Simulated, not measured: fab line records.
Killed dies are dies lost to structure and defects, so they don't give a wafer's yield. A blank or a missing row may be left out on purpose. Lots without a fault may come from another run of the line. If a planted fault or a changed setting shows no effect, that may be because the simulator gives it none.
Lot-split experiment | flow berkeley_cmos170 | 5 lots, 27 wafers read, on a route of 331 steps

== ON THE SPLIT ==
At UCB170_WELLDRIVE_OXIDATION_01 (target thk 199 nm, ox time 9000 s), the setting ox_time_s was moved away from the recipe's 9000 s on 18 of the 27 wafers read, by -44.2% to -16.0%. This setting was run at the recipe's value on the other wafers.

Split to reading: the file shows no intervening step.

== THE READING ==
WELLDRIVE_OXIDE_THK (nm), taken at UCB170_WELLDRIVE_THK_MEAS_02. Typical for fault-free wafers on this fab line: 200 nm, with standard deviation 4.7 nm.

wafer  | tool, chamber at the split | ox_time_s as run, s | against the recipe | WELLDRIVE_OXIDE_THK, nm | against lot-mates on the recipe
L075.1 | -, -                       | 7561                | -16.0%             | 182                     | no lot-mate on the recipe
L075.2 | -, -                       | 7561                | -16.0%             | 180                     | no lot-mate on the recipe
L075.3 | -, -                       | 7561                | -16.0%             | 183                     | no lot-mate on the recipe
L075.4 | -, -                       | 7561                | -16.0%             | 182                     | no lot-mate on the recipe
L075.5 | -, -                       | 7561                | -16.0%             | 181                     | no lot-mate on the recipe
L075.6 | -, -                       | 7561                | -16.0%             | 185                     | no lot-mate on the recipe
L077.1 | -, -                       | 9000                | recipe             | 200                     | -
L077.2 | -, -                       | 9000                | recipe             | 201                     | -
L077.3 | -, -                       | 9000                | recipe             | 199                     | -
L077.4 | -, -                       | 9000                | recipe             | 199                     | -
L077.5 | -, -                       | 9000                | recipe             | 196                     | -
L077.6 | -, -                       | 9000                | recipe             | 202                     | -
L079.2 | furnace-04, 0              | 9000                | recipe             | 201                     | -
L079.4 | furnace-04, 0              | 9000                | recipe             | 199                     | -
L079.5 | furnace-04, 0              | 9000                | recipe             | 200                     | -
L081.1 | -, -                       | 5021                | -44.2%             | 142                     | no lot-mate on the recipe
L081.2 | -, -                       | 5021                | -44.2%             | 142                     | no lot-mate on the recipe
L081.3 | -, -                       | 5021                | -44.2%             | 138                     | no lot-mate on the recipe
L081.4 | -, -                       | 5021                | -44.2%             | 140                     | no lot-mate on the recipe
L081.5 | -, -                       | 5021                | -44.2%             | 136                     | no lot-mate on the recipe
L081.6 | -, -                       | 5021                | -44.2%             | 138                     | no lot-mate on the recipe
L083.1 | -, -                       | 6211                | -31.0%             | 155                     | no lot-mate on the recipe
L083.2 | -, -                       | 6211                | -31.0%             | 158                     | no lot-mate on the recipe
L083.3 | -, -                       | 6211                | -31.0%             | 158                     | no lot-mate on the recipe
L083.4 | -, -                       | 6211                | -31.0%             | 155                     | no lot-mate on the recipe
L083.5 | -, -                       | 6211                | -31.0%             | 153                     | no lot-mate on the recipe
L083.6 | -, -                       | 6211                | -31.0%             | 158                     | no lot-mate on the recipe

FIT RESULTS
A straight line over all 27 wafers: WELLDRIVE_OXIDE_THK changes by +1.39 nm for each +1% of ox_time_s; r = +0.99; the points scatter about the line by 2.8 nm.
Too few moved wafers with a lot-mate on the recipe to fit a line net of each lot's own level.

== THE WHOLE CHAIN: every reading that the file lists as answering this split, in the file's order ==
step                          | what it does                      | reading                                                                                | change (the file's fit)              | r (the file's)
UCB170_WELLDRIVE_OXIDATION_01 | target thk 199 nm, ox time 9000 s | SiO2_of_WELLDRIVE_OXIDATION_01.thk_nm (the simulator's own value, which no gauge read) | +1.39 nm for each +1% of the setting | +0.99
UCB170_WELLDRIVE_THK_MEAS_02  |                                   | WELLDRIVE_OXIDE_THK                                                                    | +1.39 for each +1% of the setting    | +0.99
UCB170_M3_PROBE_99            |                                   | etest.nwell_pinched.rs_ohm_sq (the simulator's own value, which no gauge read)         | -4.21 for each +1% of the setting    | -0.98
UCB170_M3_PROBE_99            |                                   | etest.nwell.width_nm (the simulator's own value, which no gauge read)                  | -2.41 nm for each +1% of the setting | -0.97
UCB170_M3_PROBE_99            |                                   | etest.nwell.rs_ohm_sq (the simulator's own value, which no gauge read)                 | -0.83 for each +1% of the setting    | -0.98

== FILE'S OWN FIT ==
WELLDRIVE_OXIDE_THK changes by +1.39 nm for each +1% of ox_time_s, r = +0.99.
